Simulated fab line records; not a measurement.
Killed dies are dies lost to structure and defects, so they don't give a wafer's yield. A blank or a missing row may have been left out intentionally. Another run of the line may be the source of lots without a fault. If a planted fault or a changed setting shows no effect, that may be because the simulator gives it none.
Code-filled problem report in 8D (eight disciplines) form :: flow berkeleyCmos170 :: the parts of the form that need people (team, actions taken, sign-off) are left out

1. WHAT WENT WRONG
Across 9 wafers from 3 lots, CONTACT_PSG_THK at UCB170_CONTACT_THK_MEAS_02 averages 1278 nm, while fault-free wafers read 702 nm with a standard deviation of 6.3. That puts it +91 standard deviations away from the usual mean.
Earliest sighting: wafer L997.3 on filmMetro-02 at day 7 16:27. Wafers with a number at this step in the record: 45, from 15 lots. Rule for "out" (also "out of limits"): further than 4 standard deviations from the usual mean. The other wafers with a number count as sound.

2. WHAT IT IS; WHAT IT IS NOT
question: which readings at this step
is: CONTACT_PSG_THK
is not: -

question: which lots
is: L996, L997, L999
is not: L107, L108, L110, L111, L112, L113, L115, L116, L993, L994, L995, L998

question: which wafers of those lots
is: all that have a number
is not: -

question: read on which gauges
is: filmMetro-02, filmMetro-03
is not: filmMetro-04

question: when
is: from day 7 16:27
is not: up to then (9 sound wafers); but 27 sound wafers of L107, L108, L110, L111, L112, L113, L115, L116, L998 came after

3. WHAT RULES OUT EACH SUSPECT
Counting: a tool stays on the suspect list if, at a process step up to the reading, it processed all lots that are out and no sound lot following the first of them.
- ruled out: the gauge at UCB170_CONTACT_THK_MEAS_02. The wafers that are out were read on 2 gauges (filmMetro-02, filmMetro-03).
- lpcvd-01 at UCB170_CONTACT_CVD_01 (deposits PSG from SiH4/O2/PH3, target thk 700 nm, time 2820 s): ruled out as a lasting fault. After its first lot that is out, L997 (day 7 14:38), sound lots L110, L113, L115, L116 ran on it.
Left after counting: nothing in the record.

4. THE CAUSE (what the simulator had put in)
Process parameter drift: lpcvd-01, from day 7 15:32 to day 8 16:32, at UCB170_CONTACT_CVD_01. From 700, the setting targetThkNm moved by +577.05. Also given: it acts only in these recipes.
The count ruled it out by mistake, since the rule takes a fault to strike every lot its tool runs from the start of the fault on, and this one did not do so.

5. THE EFFECT CHAIN, in route order
Each row: a reading where the mean over the struck wafers with a number is more than 3 standard deviations away from the usual. Readings are gone through only where the record gives a usual standard deviation; hours: the median, over the lots, of the time from a lot's start at the first step in this table giving one to that lot's start at this step; sigmas: the change measured in usual standard deviations.
hours: 0
step: UCB170_CONTACT_THK_MEAS_02
reading: CONTACT_PSG_THK
usual: 702 nm
on struck wafers: 1278
change: +576
sigmas: +91

hours: -
step: UCB170_CONTACT_ETCH_18
reading: oesProductAu
usual: 0.894 a.u.
on struck wafers: 1.006
change: +0.112
sigmas: +12
The process steps in it:
- UCB170_CONTACT_ETCH_18: etches PSG in CHF3/CF4/Ar, stops on TiSi2, target depth 840 nm, time 195 s.

6. HOW IT WOULD HAVE BEEN CAUGHT EARLIER
In this record the first reading out of limits at a measuring or inspecting step was taken at day 7 16:27, 1 hour after the fault began at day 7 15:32.
An alarm limit of 4 standard deviations would not have fired on the tool readings at UCB170_CONTACT_CVD_01 for which the record gives a usual standard deviation, since none of them was out on any struck wafer.
